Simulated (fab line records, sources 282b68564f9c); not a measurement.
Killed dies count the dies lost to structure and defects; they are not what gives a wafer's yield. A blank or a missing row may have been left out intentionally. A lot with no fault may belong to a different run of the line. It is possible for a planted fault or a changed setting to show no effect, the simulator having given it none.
What tool caused it?    flow rit_cmos    13 lots, 39 wafers sampled, at 3 steps of a route of 202

WHAT EACH GAUGE READ, for each wafer
RIT_PRETRO_OVL_MEAS_06.
lot   measured     on          PRETRO_OVL (nm)
L787  day 2 10:49  overlay-02  0.7 -0.3 0.0
L789  day 2 19:11  overlay-01  1.5 -0.1 1.4
L790  day 3 06:07  overlay-02  -0.8 1.4 -0.3
L791  day 3 11:18  overlay-02  -0.5 1.4 2.0
L798  day 4 15:56  overlay-02  -1.5 -0.1 -1.6
L801  day 5 06:04  overlay-02  -0.5 2.1 0.1
L802  day 5 11:51  overlay-01  1.4 -0.1 2.5
L803  day 5 18:43  overlay-02  1.8 2.6 2.1
L805  day 6 02:07  overlay-01  0.4 0.7 2.2
L806  day 6 09:43  overlay-01  -0.6 -0.2 1.4
L807  day 6 16:56  overlay-02  0.8 -0.3 0.6
L808  day 6 20:17  overlay-02  0.9 0.4 1.8
L810  day 7 09:43  overlay-01  0.1 -1.4 -0.5

RIT_GATE_CD_MEAS_16: the cd target is 150 nm.
lot   measured     on         cd_nm (nm)
L787  day 2 22:32  cd_sem-01  155 151 151
L789  day 3 00:48  cd_sem-01  146 148 146
L790  day 3 14:48  cd_sem-01  151 147 149
L791  day 3 20:13  cd_sem-01  150 151 149
L798  day 5 00:16  cd_sem-02  143 144 143
L801  day 5 12:04  cd_sem-02  154 155 155
L802  day 5 21:56  cd_sem-02  148 146 143
L803  day 6 00:08  cd_sem-01  149 150 151
L805  day 6 13:10  cd_sem-02  144 145 145
L806  day 6 17:12  cd_sem-01  146 147 147
L807  day 7 03:38  cd_sem-02  153 152 151
L808  day 7 08:46  cd_sem-02  150 149 148
L810  day 7 20:36  cd_sem-02  141 144 144

RIT_GATE_OVL_MEAS_17.
lot   measured     on          GATE_OVL (nm)
L787  day 2 22:38  overlay-01  -1.5 -3.2 -1.9
L789  day 3 00:53  overlay-02  0.1 0.5 1.9
L790  day 3 14:54  overlay-02  3.2 0.5 0.8
L791  day 3 20:17  overlay-01  -0.2 1.6 -0.2
L798  day 5 00:23  overlay-01  -1.4 -1.1 -1.6
L801  day 5 12:10  overlay-02  -0.3 -1.5 -0.2
L802  day 5 22:02  overlay-02  0.2 -0.1 1.1
L803  day 6 00:16  overlay-02  1.1 0.5 0.3
L805  day 6 13:17  overlay-01  3.2 3.8 4.5
L806  day 6 17:17  overlay-01  0.9 0.1 -1.0
L807  day 7 03:43  overlay-01  0.3 -0.3 0.8
L808  day 7 08:53  overlay-01  -1.6 -1.8 -0.8
L810  day 7 20:42  overlay-02  0.2 0.7 2.0

WHAT TOOL EACH LOT RAN ON (gives the tool, then ch and the chambers of the sampled wafers, and finally the start)
The record holds no process step before these readings.

WHAT THE TOOLS THEMSELVES READ (means of the sampled wafers that have a number; where no wafer has one, the mark that the record gives instead)
The record holds no such reading with a usual standard deviation.

THE ANSWER, worked out from the rows above alone
Rule: the lots themselves supply what counts as usual. Put in order of their means at a reading, lots are off if they are a third of the lots or fewer, leave a main group of 4 or more, and stand apart from it by a gap of 3 or more times the standard deviation of the main group's means; of several such gaps the widest counts. A main group is skipped when, at the precision printed for the reading in the tables above, its means are all equal. A lot without any number at a reading at which 4 lots or more have one is off too. The other lots that the step has rows for count as sound. The gauges are gone through in route order, then the tools' own readings, and for those a lot's mean is taken as printed above. The first step at which some lot is off is used, and at that step the reading that is off furthest; a lot without a number counts as furthest.
None of the lots is off at any reading shown; this tells nothing.

WHAT THE SIMULATOR HAD PUT IN
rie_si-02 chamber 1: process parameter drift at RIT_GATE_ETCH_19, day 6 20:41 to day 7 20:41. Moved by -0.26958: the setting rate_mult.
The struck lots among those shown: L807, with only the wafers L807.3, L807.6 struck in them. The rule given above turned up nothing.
